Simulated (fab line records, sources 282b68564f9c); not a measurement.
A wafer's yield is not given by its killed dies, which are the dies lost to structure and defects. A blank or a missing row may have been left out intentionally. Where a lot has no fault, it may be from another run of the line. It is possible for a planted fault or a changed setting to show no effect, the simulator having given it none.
Which tool did it? ; flow rit-cmos ; Sampling: 15 lots, 45 wafers, 4 of 202 route steps

## WHAT THE GAUGES READ, wafer by wafer
RIT_CONTACT_THK_MEAS_01. Usual: CONTACT_TEOS_THK 401 nm, standard deviation 4.7.
lot;measured;on;CONTACT_TEOS_THK (nm);flag
L741;day 3 09:08;film-metro-03;398 401 402;
L742;day 3 18:48;film-metro-03;401 397 405;
L743;day 4 00:55;film-metro-03;410 407 400;
L744;day 4 07:05;film-metro-02;401 402 408;
L745;day 4 10:05;film-metro-04;398 405 399;
L746;day 4 14:46;film-metro-03;393 403 398;
L747;day 4 19:54;film-metro-02;391 393 392;
L749;day 5 08:29;film-metro-03;398 407 405;
L750;day 5 14:58;film-metro-03;398 401 403;
L753;day 6 02:37;film-metro-03;401 400 406;
L755;day 6 17:17;film-metro-04;398 394 404;
L757;day 7 15:13;film-metro-02;400 405 410;
L759;day 7 19:18;film-metro-03;400 402 402;
L761;day 8 07:20;film-metro-03;401 403 412;
L763;day 8 20:11;film-metro-02;403 408 408;

RIT_CONTACT_CD_MEAS_08: the cd target is 1000 nm. Usual: 998.9 nm for cd-nm, sd 2.6.
lot;measured;on;cd-nm (nm);flag
L741;day 3 10:10;cd-sem-01;999.8 999.6 1000.8;
L742;day 3 19:58;cd-sem-02;995.2 997.0 996.3;
L743;day 4 02:05;cd-sem-01;998.5 998.1 999.9;
L744;day 4 08:07;cd-sem-02;999.3 996.4 998.1;
L745;day 4 11:17;cd-sem-01;1003.9 1000.6 1001.7;
L746;day 4 15:56;cd-sem-02;993.2 993.5 996.4;
L747;day 4 21:03;cd-sem-02;997.5 993.5 996.2;
L749;day 5 09:32;cd-sem-02;997.3 996.7 996.6;
L750;day 5 16:08;cd-sem-02;998.4 998.5 999.0;
L753;day 6 03:46;cd-sem-02;995.7 998.1 996.5;
L755;day 6 18:27;cd-sem-02;1000.6 1000.1 1000.9;
L757;day 7 16:26;cd-sem-01;999.3 998.6 999.7;
L759;day 7 20:23;cd-sem-02;998.5 999.4 998.5;
L761;day 8 08:22;cd-sem-01;1001.5 999.7 1003.3;
L763;day 8 21:22;cd-sem-02;998.7 1001.1 999.4;

RIT_M1_BOW_MEAS_16. Usual: M1_BOW 18 um, standard deviation 7.4.
lot;measured;on;M1_BOW (um);flag
L741;day 3 15:14;film-metro-02;24 12 16;
L742;day 4 01:11;film-metro-02;14 27 15;
L743;day 4 07:16;film-metro-03;8 7 17;
L744;day 4 13:17;film-metro-03;25 22 22;
L745;day 4 16:28;film-metro-01;12 16 21;
L746;day 4 21:23;film-metro-01;21 14 23;
L747;day 5 02:07;film-metro-02;7 18 23;
L749;day 5 14:52;film-metro-02;4 11 24;
L750;day 5 21:29;film-metro-03;8 22 28;
L753;day 6 08:48;film-metro-02;18 23 26;
L755;day 6 23:37;film-metro-03;23 24 19;
L757;day 7 22:42;film-metro-02;18 14 15;
L759;day 8 01:38;film-metro-02;16 3 12;
L761;day 8 13:47;film-metro-02;13 24 20;
L763;day 9 03:43;film-metro-03;14 8 13;

## WHAT TOOL EACH LOT RAN ON (gives the tool, then ch and the chambers of the sampled wafers, and finally the start)
lot;RIT_M1_STRIP_14
L741;plasma-asher-03 ch 0,1, day 3 13:26
L742;plasma-asher-01 ch 0, day 3 23:22
L743;plasma-asher-03 ch 0,1, day 4 05:28
L744;plasma-asher-02 ch 0,1, day 4 11:28
L745;plasma-asher-03 ch 0,1, day 4 14:40
L746;plasma-asher-01 ch 0,1, day 4 19:36
L747;plasma-asher-03 ch 0,1, day 5 00:19
L749;plasma-asher-03 ch 0, day 5 13:04
L750;plasma-asher-02 ch 0,1, day 5 19:41
L753;plasma-asher-01 ch 0,1, day 6 07:01
L755;plasma-asher-02 ch 0,1, day 6 21:48
L757;plasma-asher-01 ch 0, day 7 20:08
L759;plasma-asher-01 ch 0,1, day 7 23:49
L761;plasma-asher-01 ch 0,1, day 8 11:57
L763;plasma-asher-03 ch 0,1, day 9 00:58
- RIT_M1_STRIP_14: strips in O2, time 180 s.

## AS READ BY THE TOOLS THEMSELVES (means over the sampled wafers that have a number; for cases with no such wafer, the mark the record gives instead)
RIT_M1_STRIP_14. Usual: drypump-motor-current-A 5.7 A, standard deviation 0.52; run-length-s 208.32 s, standard deviation 0.27.
lot;tool;drypump-motor-current-A (A);run-length-s (s);flag
L741;plasma-asher-03;5.8;208.23;
L742;plasma-asher-01;5.4;208.33;
L743;plasma-asher-03;5.8;208.23;
L744;plasma-asher-02;6.2;208.44;
L745;plasma-asher-03;5.4;208.43;
L746;plasma-asher-01;5.7;208.33;
L747;plasma-asher-03;5.4;208.29;
L749;plasma-asher-03;6.3;208.32;
L750;plasma-asher-02;5.8;208.15;
L753;plasma-asher-01;5.8;208.31;
L755;plasma-asher-02;5.9;208.36;
L757;plasma-asher-01;5.4;258.16;OFF
L759;plasma-asher-01;5.6;258.05;OFF
L761;plasma-asher-01;5.6;257.96;OFF
L763;plasma-asher-03;5.9;208.07;

## THE ANSWER, worked out from the rows above alone
Rule: a lot counts as off when the mean over its wafers that have a number is more than 3 standard deviations away from the usual mean. Also off: a lot with no number at a reading for which 4 or more lots have one. The other lots that the step has rows for count as sound. First the gauges in route order, then the tools' own readings, where a lot's mean is used as printed above. The first step at which some lot is off is used, and at that step the reading that is off furthest; a lot without a number counts as furthest.
Off at RIT_M1_STRIP_14 (run-length-s): L757, L759, L761.
If a tool, at that step or one of the process steps before it, ran each lot that is off and ran no sound lot following the first of them, it fits. One candidate fits, namely plasma-asher-01 at RIT_M1_STRIP_14. A fault onset in the window from L753 (day 6 07:01, its last sound lot) to L757 (day 7 20:08, its first lot off) fits.
The tool's own readings at RIT_M1_STRIP_14 bear it out: on the lots that are off they differ by more than 5 times the standard deviation of the sound lots' means. run-length-s reads 258.06 s there against 208.29 s on the sound lots.

## WHAT WAS PUT IN BY THE SIMULATOR
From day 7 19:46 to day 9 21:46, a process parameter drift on plasma-asher-01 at RIT_M1_STRIP_14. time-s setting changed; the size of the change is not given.
Struck lots among those shown: L757, L759, L761. Same finding as the rule above.
